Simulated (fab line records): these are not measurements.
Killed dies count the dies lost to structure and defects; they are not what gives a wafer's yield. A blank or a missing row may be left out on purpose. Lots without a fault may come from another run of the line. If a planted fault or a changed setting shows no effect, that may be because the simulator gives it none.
Which tool did it? / flow rit-cmos / 14 lots, 42 wafers sampled, at 2 steps of a route of 202

WHAT THE GAUGES SHOWED, per wafer
The record holds no reading of a measuring or inspecting step that can be judged against a usual standard deviation.

EACH LOT AND THE TOOL THAT RAN IT (in order: tool; ch and the chambers of the sampled wafers; start)
lot=L832; RIT_PSD_SOFTBAKE_02=litho-track-01 ch 0, day 3 05:21; RIT_M1_PROBE_99=-
lot=L835; RIT_PSD_SOFTBAKE_02=litho-track-02 ch 0, day 3 20:34; RIT_M1_PROBE_99=prober-02, day 4 06:42
lot=L836; RIT_PSD_SOFTBAKE_02=litho-track-03 ch 0, day 4 01:11; RIT_M1_PROBE_99=-
lot=L837; RIT_PSD_SOFTBAKE_02=litho-track-02 ch 0, day 4 08:32; RIT_M1_PROBE_99=-
lot=L838; RIT_PSD_SOFTBAKE_02=litho-track-01 ch 0, day 4 12:25; RIT_M1_PROBE_99=-
lot=L839; RIT_PSD_SOFTBAKE_02=litho-track-03 ch 0, day 4 18:15; RIT_M1_PROBE_99=prober-02, day 5 03:34
lot=L841; RIT_PSD_SOFTBAKE_02=litho-track-02 ch 0, day 5 01:53; RIT_M1_PROBE_99=-
lot=L842; RIT_PSD_SOFTBAKE_02=litho-track-02 ch 0, day 5 08:55; RIT_M1_PROBE_99=-
lot=L846; RIT_PSD_SOFTBAKE_02=litho-track-01 ch 0, day 6 02:12; RIT_M1_PROBE_99=-
lot=L847; RIT_PSD_SOFTBAKE_02=litho-track-02 ch 0, day 6 07:19; RIT_M1_PROBE_99=prober-02, day 6 17:50
lot=L848; RIT_PSD_SOFTBAKE_02=litho-track-03 ch 0, day 6 13:58; RIT_M1_PROBE_99=prober-01, day 6 23:43
lot=L849; RIT_PSD_SOFTBAKE_02=litho-track-03 ch 0, day 6 18:40; RIT_M1_PROBE_99=prober-02, day 7 03:47
lot=L852; RIT_PSD_SOFTBAKE_02=litho-track-01 ch 0, day 7 08:32; RIT_M1_PROBE_99=prober-01, day 7 17:58
lot=L854; RIT_PSD_SOFTBAKE_02=litho-track-01 ch 0, day 7 21:33; RIT_M1_PROBE_99=-
- RIT_PSD_SOFTBAKE_02: time 60 s.
- RIT_M1_PROBE_99

WHAT THE TOOLS THEMSELVES READ (means of the sampled wafers that have a number; where no wafer has one, the mark that the record gives instead)
RIT_PSD_SOFTBAKE_02.
lot=L832; tool=litho-track-01; heater-power-total-W (W)=34.55; plate-temp-C (C)=89.95
lot=L835; tool=litho-track-02; heater-power-total-W (W)=34.56; plate-temp-C (C)=90.05
lot=L836; tool=litho-track-03; heater-power-total-W (W)=34.57; plate-temp-C (C)=89.69
lot=L837; tool=litho-track-02; heater-power-total-W (W)=34.56; plate-temp-C (C)=90.08
lot=L838; tool=litho-track-01; heater-power-total-W (W)=34.56; plate-temp-C (C)=90.20
lot=L839; tool=litho-track-03; heater-power-total-W (W)=34.58; plate-temp-C (C)=89.90
lot=L841; tool=litho-track-02; heater-power-total-W (W)=34.61; plate-temp-C (C)=90.01
lot=L842; tool=litho-track-02; heater-power-total-W (W)=34.58; plate-temp-C (C)=89.89
lot=L846; tool=litho-track-01; heater-power-total-W (W)=34.53; plate-temp-C (C)=89.97
lot=L847; tool=litho-track-02; heater-power-total-W (W)=34.60; plate-temp-C (C)=90.02
lot=L848; tool=litho-track-03; heater-power-total-W (W)=36.45; plate-temp-C (C)=-
lot=L849; tool=litho-track-03; heater-power-total-W (W)=36.50; plate-temp-C (C)=-
lot=L852; tool=litho-track-01; heater-power-total-W (W)=34.56; plate-temp-C (C)=89.88
lot=L854; tool=litho-track-01; heater-power-total-W (W)=34.49; plate-temp-C (C)=89.88

RIT_M1_PROBE_99.
lot=L835 tool=prober-02 killed-at-contacts=0.3 killed-at-front-end=9 killed-dies=9 killed-open=6.3 killed-short=2.7
lot=L839 tool=prober-02 killed-at-contacts=0.0 killed-at-front-end=6 killed-dies=6 killed-open=3.0 killed-short=2.7
lot=L847 tool=prober-02 killed-at-contacts=0.0 killed-at-front-end=6 killed-dies=6 killed-open=2.3 killed-short=4.0
lot=L848 tool=prober-01 killed-at-contacts=0.0 killed-at-front-end=6 killed-dies=6 killed-open=3.3 killed-short=2.3
lot=L849 tool=prober-02 killed-at-contacts=0.0 killed-at-front-end=7 killed-dies=7 killed-open=3.7 killed-short=3.7
lot=L852 tool=prober-01 killed-at-contacts=0.0 killed-at-front-end=5 killed-dies=5 killed-open=2.0 killed-short=2.7

THE ANSWER, worked out from the rows above alone
Rule: the usual values come from the lots themselves. The widest of any qualifying gaps counts: lots, ordered by their means at a reading, are off when they make up no more than a third of the lots, leave a main group of 4 or more, and stand apart from it by 3 or more times the standard deviation of that group's means. Not used: any main group whose means are identical at the precision the tables above print for the reading. Also off: a lot with no number at a reading for which 4 or more lots have one. All remaining lots with rows at the step are treated as sound. The gauges are gone through in route order, then the tools' own readings, and for those a lot's mean is taken as printed above. The first step at which some lot is off is used, and at that step the reading that is off furthest; a lot without a number counts as furthest.
Off, at RIT_PSD_SOFTBAKE_02 on plate-temp-C: L848, L849. Without a number there: L848, L849. Mean 89.96 C and standard deviation 0.12 in the main group.
A tool fits if, at that step or a process step before it, it ran every lot that is off, and no sound lot after the first of them. One fits: RIT_PSD_SOFTBAKE_02 on litho-track-03. A fault onset in the window from L839 (day 4 18:15, its last sound lot) to L848 (day 6 13:58, its first lot off) fits.
The tool's own readings at RIT_PSD_SOFTBAKE_02 bear it out: on the lots that are off they differ by more than 5 times the standard deviation of the sound lots' means. heater-power-total-W reads 36.48 W there against 34.56 W on the sound lots.
Blank at RIT_PSD_SOFTBAKE_02 on the lots that are off, where sound lots have numbers: plate-temp-C.

WHAT WAS PUT IN BY THE SIMULATOR
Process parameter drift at RIT_PSD_SOFTBAKE_02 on litho-track-03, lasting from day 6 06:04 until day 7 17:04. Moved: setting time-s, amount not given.
Struck lots among those shown: L848, L849. The rule above found the same.
